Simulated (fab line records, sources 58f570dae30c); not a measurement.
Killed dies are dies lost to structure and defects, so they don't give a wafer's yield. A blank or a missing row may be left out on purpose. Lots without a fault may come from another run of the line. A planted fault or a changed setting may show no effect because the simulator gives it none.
Which tool did it? | flow berkeley_cmos170 | 14 lots, 42 wafers sampled, at 3 steps of a route of 331

WHAT THE GAUGES READ, wafer by wafer
UCB170_M3_RS_MEAS_02: measures by four-point-probe. Usual: M3_AL_RS 0.0324 ohm/sq, standard deviation 0.00031.
lot  | measured     | on            | M3_AL_RS (ohm/sq)    | flag
L473 | day 7 17:04  | film_metro-02 | 0.0325 0.0322 0.0327 |
L476 | day 8 03:49  | film_metro-03 | 0.0323 0.0326 0.0323 |
L477 | day 8 04:18  | film_metro-02 | 0.0331 0.0324 0.0327 |
L478 | day 8 14:10  | film_metro-03 | 0.0322 0.0323 0.0326 |
L479 | day 9 00:22  | film_metro-03 | 0.0321 0.0322 0.0324 |
L480 | day 9 12:27  | film_metro-03 | 0.0325 0.0320 0.0322 |
L482 | day 9 12:50  | film_metro-04 | 0.0160 0.0161 0.0159 | OFF
L481 | day 9 15:02  | film_metro-02 | 0.0323 0.0327 0.0323 |
L483 | day 9 15:59  | film_metro-03 | 0.0326 0.0326 0.0326 |
L484 | day 9 19:34  | film_metro-03 | 0.0163 0.0163 0.0160 | OFF
L492 | day 11 02:57 | film_metro-02 | 0.0325 0.0325 0.0327 |
L496 | day 12 01:47 | film_metro-03 | 0.0329 0.0326 0.0320 |
L494 | day 12 02:02 | film_metro-04 | 0.0328 0.0325 0.0322 |
L495 | day 12 02:53 | film_metro-04 | 0.0332 0.0330 0.0328 |

UCB170_M3_THK_MEAS_03: measures by xrf. Usual: M3_AL_THK 897 nm, standard deviation 9.3.
lot  | measured     | on            | M3_AL_THK (nm) | flag
L473 | day 7 17:11  | film_metro-02 | 898 897 888    |
L476 | day 8 03:56  | film_metro-03 | 899 884 899    |
L477 | day 8 04:25  | film_metro-02 | 878 895 888    |
L478 | day 8 14:16  | film_metro-03 | 898 899 890    |
L479 | day 9 00:28  | film_metro-03 | 904 900 896    |
L480 | day 9 12:34  | film_metro-03 | 891 909 897    |
L482 | day 9 12:56  | film_metro-04 | 1810 1798 1826 | OFF
L481 | day 9 15:08  | film_metro-02 | 891 882 899    |
L483 | day 9 16:05  | film_metro-03 | 889 890 889    |
L484 | day 9 19:43  | film_metro-03 | 1766 1777 1792 | OFF
L492 | day 11 03:04 | film_metro-02 | 888 894 882    |
L496 | day 12 01:54 | film_metro-03 | 882 885 906    |
L494 | day 12 02:10 | film_metro-04 | 894 904 907    |
L495 | day 12 03:00 | film_metro-04 | 886 891 896    |

WHICH TOOL RAN EACH LOT (tool, then ch and the chambers of the sampled wafers, then the start)
lot  | UCB170_M3_SPUTTER_01
L473 | pvd_sputter-01, day 7 16:58
L476 | pvd_sputter-03, day 8 03:44
L477 | pvd_sputter-04, day 8 04:12
L478 | pvd_sputter-03, day 8 14:01
L479 | pvd_sputter-04, day 9 00:15
L480 | pvd_sputter-01, day 9 12:22
L482 | pvd_sputter-03, day 9 12:28
L481 | pvd_sputter-01, day 9 14:55
L483 | pvd_sputter-03, day 9 15:53
L484 | pvd_sputter-04, day 9 19:14
L492 | pvd_sputter-01, day 11 02:52
L496 | pvd_sputter-04, day 12 01:41
L494 | pvd_sputter-01, day 12 01:58
L495 | pvd_sputter-04, day 12 02:47
- UCB170_M3_SPUTTER_01: material Al, target thk 900 nm, time 120 s.

WHAT THE TOOLS THEMSELVES READ (means of the sampled wafers that have a number; where no wafer has one, the mark that the record gives instead)
UCB170_M3_SPUTTER_01. Usual: throttle_valve_pct 30.1 %, standard deviation 0.74.
lot  | tool           | throttle_valve_pct (%) | flag
L473 | pvd_sputter-01 | 30.1                   |
L476 | pvd_sputter-03 | 30.5                   |
L477 | pvd_sputter-04 | 30.0                   |
L478 | pvd_sputter-03 | 30.1                   |
L479 | pvd_sputter-04 | 30.1                   |
L480 | pvd_sputter-01 | 29.3                   |
L482 | pvd_sputter-03 | 30.2                   |
L481 | pvd_sputter-01 | 30.0                   |
L483 | pvd_sputter-03 | 30.1                   |
L484 | pvd_sputter-04 | 30.1                   |
L492 | pvd_sputter-01 | 29.8                   |
L496 | pvd_sputter-04 | 30.1                   |
L494 | pvd_sputter-01 | 30.3                   |
L495 | pvd_sputter-04 | 29.8                   |

THE ANSWER, worked out from the rows above alone
Rule: a lot is off if the mean of its wafers that have a number lies more than 3 standard deviations from the usual mean. A lot without any number at a reading at which 4 lots or more have one is off too. The other lots that the step has rows for count as sound. The gauges are gone through in route order, then the tools' own readings, and for those a lot's mean is taken as printed above. The first step at which some lot is off is used, and at that step the reading that is off furthest; a lot without a number counts as furthest.
Off: L482, L484, at UCB170_M3_RS_MEAS_02 (M3_AL_RS).
A tool fits if, at a process step before that reading, it ran every lot that is off, and no sound lot after the first of them. The gauges at UCB170_M3_RS_MEAS_02 are tried like those tools. None of those tried fits.

WHAT THE SIMULATOR HAD PUT IN
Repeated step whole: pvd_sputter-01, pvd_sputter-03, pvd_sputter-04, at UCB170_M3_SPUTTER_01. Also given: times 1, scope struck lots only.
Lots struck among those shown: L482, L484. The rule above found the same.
